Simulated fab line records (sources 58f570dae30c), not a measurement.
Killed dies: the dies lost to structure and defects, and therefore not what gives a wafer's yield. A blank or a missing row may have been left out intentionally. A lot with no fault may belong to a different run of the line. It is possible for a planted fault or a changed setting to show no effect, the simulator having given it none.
Which tool is to blame? + flow berkeley cmos170 + 42 wafers from 14 lots sampled at 6 of the route's 331 steps

== WHAT EACH GAUGE READ, for each wafer ==
UCB170_NVT_OVL_MEAS_06. Usual: NVT_OVL 0 nm, standard deviation 6.1.
| lot  | measured    | on         | NVT_OVL (nm) | flag |
|------|-------------|------------|--------------|------|
| L427 | day 5 18:18 | overlay-02 | -7 0 3       |      |
| L429 | day 5 23:40 | overlay-01 | 6 6 6        |      |
| L428 | day 5 23:58 | overlay-01 | 9 0 -11      |      |
| L431 | day 6 07:27 | overlay-02 | 6 6 7        |      |
| L436 | day 7 06:14 | overlay-01 | 6 9 3        |      |
| L435 | day 7 06:23 | overlay-02 | -1 -3 4      |      |
| L438 | day 8 02:47 | overlay-02 | -2 8 0       |      |
| L440 | day 8 03:03 | overlay-02 | 3 4 -2       |      |
| L442 | day 8 10:50 | overlay-01 | 11 2 2       |      |
| L443 | day 9 06:12 | overlay-02 | 1 -2 -7      |      |
| L445 | day 9 12:08 | overlay-02 | 10 8 -3      |      |
| L448 | day 9 12:17 | overlay-01 | 2 0 2        |      |
| L449 | day 9 12:25 | overlay-02 | -4 -17 -17   |      |
| L447 | day 9 12:49 | overlay-01 | -11 -4 5     |      |

UCB170_M1_THK_MEAS_02: measures by xrf. Usual: M1_AL_THK 594 nm, standard deviation 7.9.
| lot  | measured     | on            | M1_AL_THK (nm) | flag |
|------|--------------|---------------|----------------|------|
| L427 | day 7 14:02  | film metro-04 | 594 596 589    |      |
| L429 | day 7 14:23  | film metro-02 | 583 588 593    |      |
| L428 | day 7 11:32  | film metro-04 | 585 596 599    |      |
| L431 | day 7 19:17  | film metro-04 | 588 601 594    |      |
| L436 | day 8 19:14  | film metro-03 | 593 592 596    |      |
| L435 | day 8 19:33  | film metro-04 | 595 589 599    |      |
| L438 | day 9 16:04  | film metro-03 | 588 592 583    |      |
| L440 | day 9 16:29  | film metro-02 | 588 579 577    |      |
| L442 | day 9 22:41  | film metro-04 | 599 600 601    |      |
| L443 | day 10 14:41 | film metro-02 | 594 592 601    |      |
| L445 | day 11 04:05 | film metro-02 | 586 592 599    |      |
| L448 | day 11 00:17 | film metro-04 | 592 602 595    |      |
| L449 | day 11 02:34 | film metro-02 | 593 594 586    |      |
| L447 | day 11 02:25 | film metro-04 | 606 588 605    |      |

UCB170_M2_CD_MEAS_90 targets a cd of 700 nm. Usual: cd nm 700 nm, standard deviation 3.6.
| lot  | measured     | on        | cd nm (nm)  | flag |
|------|--------------|-----------|-------------|------|
| L427 | day 7 22:57  | cd sem-02 | 704 699 702 |      |
| L429 | day 7 23:16  | cd sem-01 | 704 698 698 |      |
| L428 | day 7 22:41  | cd sem-02 | 701 700 702 |      |
| L431 | day 8 07:29  | cd sem-02 | 700 694 698 |      |
| L436 | day 9 08:20  | cd sem-01 | 699 703 704 |      |
| L435 | day 9 08:36  | cd sem-01 | 706 706 715 |      |
| L438 | day 10 02:23 | cd sem-02 | 708 702 701 |      |
| L440 | day 10 02:53 | cd sem-02 | 698 699 699 |      |
| L442 | day 10 10:56 | cd sem-01 | 697 698 697 |      |
| L443 | day 11 01:02 | cd sem-02 | 702 700 701 |      |
| L445 | day 11 16:29 | cd sem-02 | 704 696 700 |      |
| L448 | day 11 15:38 | cd sem-02 | 699 698 699 |      |
| L449 | day 11 15:31 | cd sem-02 | 695 699 699 |      |
| L447 | day 11 16:15 | cd sem-02 | 701 702 700 |      |

UCB170_V2_CD_MEAS_12 targets a cd of 700 nm. Usual: cd nm 699.4 nm, standard deviation 1.5.
| lot  | measured     | on        | cd nm (nm)        | flag |
|------|--------------|-----------|-------------------|------|
| L427 | day 8 00:55  | cd sem-02 | 700.8 699.9 700.9 |      |
| L429 | day 8 01:23  | cd sem-01 | 700.2 699.2 699.3 |      |
| L428 | day 8 00:37  | cd sem-02 | 700.8 702.0 699.9 |      |
| L431 | day 8 10:35  | cd sem-02 | 697.2 698.3 697.6 |      |
| L436 | day 9 10:28  | cd sem-01 | 700.9 699.1 701.0 |      |
| L435 | day 9 11:26  | cd sem-02 | 700.8 700.5 701.7 |      |
| L438 | day 10 05:28 | cd sem-02 | 699.1 699.9 698.7 |      |
| L440 | day 10 06:11 | cd sem-02 | 698.6 698.9 699.1 |      |
| L442 | day 10 12:56 | cd sem-02 | 698.0 696.7 697.6 |      |
| L443 | day 11 03:01 | cd sem-01 | 698.0 698.3 698.8 |      |
| L445 | day 11 20:17 | cd sem-02 | 701.3 700.3 699.8 |      |
| L448 | day 11 19:27 | cd sem-02 | 698.3 696.9 699.4 |      |
| L449 | day 11 19:20 | cd sem-02 | 702.0 702.2 701.9 |      |
| L447 | day 11 20:04 | cd sem-02 | 697.7 698.0 696.9 |      |

== EACH LOT AND THE TOOL THAT RAN IT (in order: tool; ch and the chambers of the sampled wafers; start) ==
| lot  | UCB170_M2_METAL_ETCH_18           | UCB170_M2_STRIP_19                   |
|------|-----------------------------------|--------------------------------------|
| L427 | rie metal-01 ch 0,1, day 7 22:40  | plasma asher-04 ch 0,1, day 7 22:51  |
| L429 | rie metal-02 ch 0,1, day 7 22:59  | plasma asher-02 ch 0,1, day 7 23:10  |
| L428 | rie metal-03 ch 1, day 7 22:23    | plasma asher-03 ch 0,1, day 7 22:34  |
| L431 | rie metal-02 ch 0,1, day 8 07:12  | plasma asher-04 ch 0,1, day 8 07:23  |
| L436 | rie metal-03 ch 0,1, day 9 08:03  | plasma asher-04 ch 0,1, day 9 08:14  |
| L435 | rie metal-02 ch 0,1, day 9 08:18  | plasma asher-03 ch 0,1, day 9 08:29  |
| L438 | rie metal-02 ch 0,1, day 10 02:05 | plasma asher-03 ch 0,1, day 10 02:17 |
| L440 | rie metal-01 ch 0,1, day 10 02:36 | plasma asher-03 ch 0,1, day 10 02:47 |
| L442 | rie metal-01 ch 0,1, day 10 10:39 | plasma asher-04 ch 0,1, day 10 10:50 |
| L443 | rie metal-03 ch 1, day 11 00:44   | plasma asher-02 ch 0, day 11 00:55   |
| L445 | rie metal-03 ch 0,1, day 11 16:11 | plasma asher-03 ch 0,1, day 11 16:23 |
| L448 | rie metal-03 ch 0,1, day 11 15:18 | plasma asher-04 ch 0,1, day 11 15:29 |
| L449 | rie metal-01 ch 0,1, day 11 15:11 | plasma asher-02 ch 0,1, day 11 15:22 |
| L447 | rie metal-01 ch 0,1, day 11 15:56 | plasma asher-04 ch 0,1, day 11 16:08 |
- UCB170_M2_METAL_ETCH_18: etches Al in Cl2/BCl3, stops on SiO2, target depth 1170 nm, time 195 s.
- UCB170_M2_STRIP_19: strips in O2.

== WHAT THE TOOLS THEMSELVES READ (means of the sampled wafers that have a number; where no wafer has one, the mark that the record gives instead) ==
UCB170_M2_METAL_ETCH_18. Usual: drypump motor current A 6.24 A, standard deviation 0.26; mfc cl2 sccm 90.00 sccm, standard deviation 0.27; oes product au 0.848 a.u., standard deviation 0.016; rf fwd power W 597.7 W, standard deviation 2; throttle valve pct 24.35 %, standard deviation 0.28.
| lot  | tool         | drypump motor current A (A) | mfc cl2 sccm (sccm) | oes product au (a.u.) | rf fwd power W (W) | throttle valve pct (%) | flag |
|------|--------------|-----------------------------|---------------------|-----------------------|--------------------|------------------------|------|
| L427 | rie metal-01 | 5.98                        | 89.91               | 0.838                 | 595.6              | 24.60                  |      |
| L429 | rie metal-02 | 6.06                        | 89.94               | 0.871                 | 598.5              | 24.05                  |      |
| L428 | rie metal-03 | 6.54                        | 89.86               | 0.855                 | 593.2              | 24.69                  |      |
| L431 | rie metal-02 | 6.21                        | 89.71               | 0.852                 | 599.8              | 24.10                  |      |
| L436 | rie metal-03 | 6.44                        | 90.14               | 0.838                 | 598.0              | 24.39                  |      |
| L435 | rie metal-02 | 6.19                        | 89.92               | 0.865                 | 596.1              | 24.10                  |      |
| L438 | rie metal-02 | 6.21                        | 89.53               | 0.858                 | 596.9              | 24.10                  |      |
| L440 | rie metal-01 | 6.20                        | 89.90               | 0.834                 | 596.0              | 24.45                  |      |
| L442 | rie metal-01 | 5.99                        | 89.58               | 0.848                 | 598.0              | 24.60                  |      |
| L443 | rie metal-03 | 6.53                        | 89.80               | 0.844                 | 597.6              | 24.70                  |      |
| L445 | rie metal-03 | 6.46                        | 90.06               | 0.852                 | 597.1              | 24.53                  |      |
| L448 | rie metal-03 | 6.45                        | 89.97               | 0.836                 | 598.3              | 24.38                  |      |
| L449 | rie metal-01 | 5.99                        | 90.39               | 0.840                 | 598.6              | 24.61                  |      |
| L447 | rie metal-01 | 5.99                        | 89.87               | 0.838                 | 598.3              | 24.61                  |      |

UCB170_M2_STRIP_19. Usual: drypump motor current A 5.98 A, standard deviation 0.25; oes product au 0.533 a.u., standard deviation 0.016.
| lot  | tool            | drypump motor current A (A) | oes product au (a.u.) | flag |
|------|-----------------|-----------------------------|-----------------------|------|
| L427 | plasma asher-04 | 6.06                        | 0.518                 |      |
| L429 | plasma asher-02 | 5.80                        | 0.541                 |      |
| L428 | plasma asher-03 | 5.79                        | 0.525                 |      |
| L431 | plasma asher-04 | 6.14                        | 0.530                 |      |
| L436 | plasma asher-04 | 6.14                        | 0.536                 |      |
| L435 | plasma asher-03 | 5.94                        | 0.602                 | OFF  |
| L438 | plasma asher-03 | 5.78                        | 0.602                 | OFF  |
| L440 | plasma asher-03 | 5.95                        | 0.523                 |      |
| L442 | plasma asher-04 | 6.18                        | 0.525                 |      |
| L443 | plasma asher-02 | 6.20                        | 0.524                 |      |
| L445 | plasma asher-03 | 5.80                        | 0.540                 |      |
| L448 | plasma asher-04 | 6.07                        | 0.534                 |      |
| L449 | plasma asher-02 | 5.99                        | 0.516                 |      |
| L447 | plasma asher-04 | 6.15                        | 0.528                 |      |

== THE ANSWER, worked out from the rows above alone ==
Rule: a lot is off if the mean of its wafers that have a number lies more than 3 standard deviations from the usual mean. Also off: a lot with no number at a reading for which 4 or more lots have one. The other lots that the step has rows for count as sound. The gauges are gone through in route order, then the tools' own readings, and for those a lot's mean is taken as printed above. At the first step where some lot is off, the reading lying furthest off is the one used; lots without a number count as furthest.
Off, at UCB170_M2_STRIP_19 on oes product au: L435, L438.
If a tool, at that step or one of the process steps before it, ran each lot that is off and ran no sound lot following the first of them, it fits. One fits: UCB170_M2_METAL_ETCH_18 on rie metal-02. Its last sound lot is L431 (day 8 07:12), its first lot that is off L435 (day 9 08:18): a fault that began between those two fits.

== WHAT THE SIMULATOR HAD PUT IN ==
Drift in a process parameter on rie metal-02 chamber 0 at UCB170_M2_METAL_ETCH_18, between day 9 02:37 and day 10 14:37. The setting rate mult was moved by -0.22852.
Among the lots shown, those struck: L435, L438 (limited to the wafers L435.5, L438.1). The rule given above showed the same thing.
